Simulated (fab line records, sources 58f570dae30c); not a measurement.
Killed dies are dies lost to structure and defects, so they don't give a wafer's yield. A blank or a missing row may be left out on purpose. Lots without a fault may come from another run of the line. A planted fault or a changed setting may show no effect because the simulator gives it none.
fab line records | flow berkeley_cmos170
record lots=15 wafers=45 last_day=12
route steps=331 shown PWELL@37 WELLDRIVE@56
lots that met no fault: from a run of the same line without faults
start_h: hours from the record's first day to the start of the lot's first wafer shown | wait_h: hours since the lot's step before | " the same as in the row above | L1.1+2: a row that stands for several wafers | - no value, or no start given | * or withheld: withheld | < > ~ a bound
route shown NAME@n: a module of which the file shows steps, and the number in the route of the first | usual: mean/standard deviation of fault-free wafers | same: alike in all rows | chamber/n: place in a boat | sites: the reading at each site | _std_site: their standard deviation | _edge_site: outer sites' mean less inner sites' | radius_mm: how far each site lies from the wafer's centre | mask NAME#n: copy n | behind: the tool/chamber that last shaped the wafer | hold: why the lot was held/for how many hours/how that ended | device: the transistor (n, p or np) that didn't switch | end of line: the same wafers' tests at the end of the route | a step without rows: its recipe alone | killed: dies lost to structure and defects at the first sort, not the wafer's yield | map: a wafer's dies, x killed, . not, _ none there
set.NAME: the setting as run; set.NAME@STEP: as run at that earlier step | model.NAME: the simulator's own value behind a step, which no gauge read
steps of the route over a sample of lots; a table a step, a row a wafer
services: from which hour (start_h, from the record's first day; less than 0 if before it) a tool's chamber was out of use, for how many hours, and why
## steps
# step UCB170_PWELL_THK_MEAS_03
# recipe reads=SiO2_of_PWELL_OXIDATION_02
# usual PWELL_OXIDE_THK=26.4/0.5
# columns lot.wafer tool chamber start_h wait_h PWELL_OXIDE_THK[nm]
L867.1 film_metro-03 - 52.58 0.0 26.9
L867.2 " - " " 26.9
L867.5 " - " " 26.4
L868.2 film_metro-03 - 52.65 0.1 26.0
L868.5 " - " " 26.5
L868.6 " - " " 26.1
L869.1 film_metro-03 - 61.24 0.0 27.6
L869.3 " - " " 27.2
L869.4 " - " " 27.3
L870.3 film_metro-02 - 69.22 0.0 26.3
L870.4 " - " " 26.3
L870.5 " - " " 26.4
L872.3 film_metro-04 - 79.92 0.0 26.4
L872.5 " - " " 26.1
L872.6 " - " " 26.5
L873.2 film_metro-03 - 79.97 0.1 26.3
L873.3 " - " " 26.6
L873.5 " - " " 26.5
L875.2 film_metro-03 - 89.30 0.0 25.9
L875.4 " - " " 26.3
L875.6 " - " " 25.8
L876.1 film_metro-02 - 102.89 0.0 26.1
L876.3 " - " " 26.4
L876.6 " - " " 26.1
L877.3 film_metro-04 - 102.91 0.0 25.9
L877.5 " - " " 25.4
L877.6 " - " " 25.9
L878.1 film_metro-04 - 111.32 0.0 25.9
L878.2 " - " " 26.1
L878.6 " - " " 26.5
L881.1 film_metro-02 - 129.71 0.0 26.2
L881.4 " - " " 26.6
L881.6 " - " " 26.3
L884.3 film_metro-03 - 141.96 0.0 26.9
L884.4 " - " " 26.4
L884.5 " - " " 26.4
L885.1 film_metro-04 - 152.86 0.0 25.9
L885.3 " - " " 25.7
L885.6 " - " " 26.2
L887.1 film_metro-03 - 152.86 0.0 25.8
L887.2 " - " " 25.5
L887.5 " - " " 26.0
L889.2 film_metro-03 - 158.08 0.0 26.4
L889.5 " - " " 26.8
L889.6 " - " " 27.0
# step UCB170_PWELL_OVL_MEAS_13
# usual PWELL_OVL=-3/5.8
# columns lot.wafer tool chamber start_h wait_h PWELL_OVL[nm]
L867.1 overlay-02 - 61.15 - 1
L867.2 " - " " 4
L867.5 " - " " -3
L868.2 overlay-02 - 61.43 - -11
L868.5 " - " " -18
L868.6 " - " " -18
L869.1 overlay-01 - 71.38 - 3
L869.3 " - " " 6
L869.4 " - " " 0
L870.3 overlay-02 - 78.27 - -10
L870.4 " - " " -3
L870.5 " - " " -3
L872.3 overlay-02 - 88.39 - -9
L872.5 " - " " -10
L872.6 " - " " 5
L873.2 overlay-01 - 88.67 - 5
L873.3 " - " " 4
L873.5 " - " " 6
L875.2 overlay-02 - 100.47 - -3
L875.4 " - " " -3
L875.6 " - " " -10
L876.1 overlay-02 - 113.91 - 3
L876.3 " - " " 3
L876.6 " - " " 0
L877.3 overlay-01 - 114.11 - 5
L877.5 " - " " 4
L877.6 " - " " -1
L878.1 overlay-02 - 122.51 - -10
L878.2 " - " " -4
L878.6 " - " " 1
L881.1 overlay-01 - 141.00 - 3
L881.4 " - " " -5
L881.6 " - " " -12
L884.3 overlay-02 - 149.53 - -3
L884.4 " - " " 0
L884.5 " - " " 5
L885.1 overlay-01 - 161.76 - -12
L885.3 " - " " -7
L885.6 " - " " -13
L887.1 overlay-02 - 161.88 - 0
L887.2 " - " " -4
L887.5 " - " " -2
L889.2 overlay-01 - 168.27 - -2
L889.5 " - " " -6
L889.6 " - " " 8
# step UCB170_WELLDRIVE_OXIDATION_01
# recipe temp_c=1100 ambient=O2 target_thk_a=1990 ox_time_s=9000
# usual ox_temp_c=1100.0/0.51 ox_temp_c_max=1105.8/1.4
# columns lot.wafer tool chamber start_h wait_h ox_temp_c ox_temp_c_max
L867.1 furnace-04 0 70.53 3.2 1100.6 1107.2
L867.2 " 0 " " 1099.1 1106.2
L867.5 " 0 " " 1099.7 1106.2
L868.2 furnace-04 0 70.53 3.2 1099.5 1105.5
L868.5 " 0 " " 1100.0 1107.5
L868.6 " 0 " " 1099.6 1106.7
L869.1 furnace-02 0 82.27 3.5 1100.2 1104.3
L869.3 " 0 " " 1099.4 1104.5
L869.4 " 0 " " 1100.2 1104.8
L870.3 furnace-01 0 88.48 4.2 1101.3 1109.2
L870.4 " 0 " " 1101.1 1106.9
L870.5 " 0 " " 1100.4 1106.1
L872.3 furnace-04 0 98.04 3.3 1100.6 1108.3
L872.5 " 0 " " 1099.5 1107.4
L872.6 " 0 " " 1099.1 1106.3
L873.2 furnace-04 0 98.04 3.3 1099.3 1107.6
L873.3 " 0 " " 1099.5 1106.3
L873.5 " 0 " " 1100.4 1105.1
L875.2 furnace-02 0 111.94 4.1 1100.7 1105.1
L875.4 " 0 " " 1100.6 1105.3
L875.6 " 0 " " 1100.3 1105.2
L876.1 furnace-02 - 125.91 3.4 - -
L876.3 " - " " - -
L876.6 " - " " - -
L877.3 furnace-02 - 125.91 3.4 - -
L877.5 " - " " - -
L877.6 " - " " - -
L878.1 furnace-04 - 130.96 3.3 - -
L878.2 " - " " - -
L878.6 " - " " - -
L881.1 furnace-04 0 150.39 0.3 1100.3 1105.2
L881.4 " 0 " " 1100.7 1106.7
L881.6 " 0 " " 1099.6 1106.0
L884.3 furnace-02 0 159.14 4.6 1100.7 1105.5
L884.4 " 0 " " 1099.7 1104.7
L884.5 " 0 " " 1100.0 1105.5
L885.1 furnace-02 0 173.76 3.8 1098.9 1103.2
L885.3 " 0 " " 1100.1 1105.5
L885.6 " 0 " " 1099.5 1104.2
L887.1 furnace-02 0 173.76 3.8 1099.8 1104.4
L887.2 " 0 " " 1099.8 1103.6
L887.5 " 0 " " 1099.4 1104.4
L889.2 furnace-02 0 173.76 0.7 1100.0 1103.7
L889.5 " 0 " " 1100.4 1104.9
L889.6 " 0 " " 1099.7 1103.7
## services
# columns tool chamber start_h hours kind
furnace-04 - 82.30 4.0 pm
furnace-04 - 169.52 3.4 pm
## key
first_sign step=UCB170_WELLDRIVE_OXIDATION_01 reading=tool_record direction=missing
effect none on later readings
met_at UCB170_WELLDRIVE_OXIDATION_01
struck_lots L876,L877,L878
later_rows_left_out L876.1,L876.3,L876.6,L877.3,L877.5,L877.6,L878.1,L878.2,L878.6
sort_left_out L876.1,L876.3,L876.6,L877.3,L877.5,L877.6,L878.1,L878.2,L878.6
tester_left_out L876,L877,L878
not_acting_at UCB170_PWELL_THK_MEAS_03,UCB170_PWELL_OVL_MEAS_13
onset_between 111.94 125.91
fault kind=skipped_step_whole tool=furnace-02,furnace-04 chamber=- onset_h=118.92 steps=UCB170_WELLDRIVE_OXIDATION_01 scope=struck_lots_only
# tester_left_out: of these lots the tester's yield and bins aren't shown, on N5 and GAA mostly nor the transistor test; their killed dies are dies lost to structure and defects alone, not to doping, threshold or leakage, so they don't give the yield
# sort_left_out: the simulated sort isn't trusted on such a fault, so these wafers' sort isn't shown, and their yield isn't known
# later_rows_left_out: the simulator's readings of these wafers behind a module that went badly wrong aren't trusted and aren't shown, but for the sort
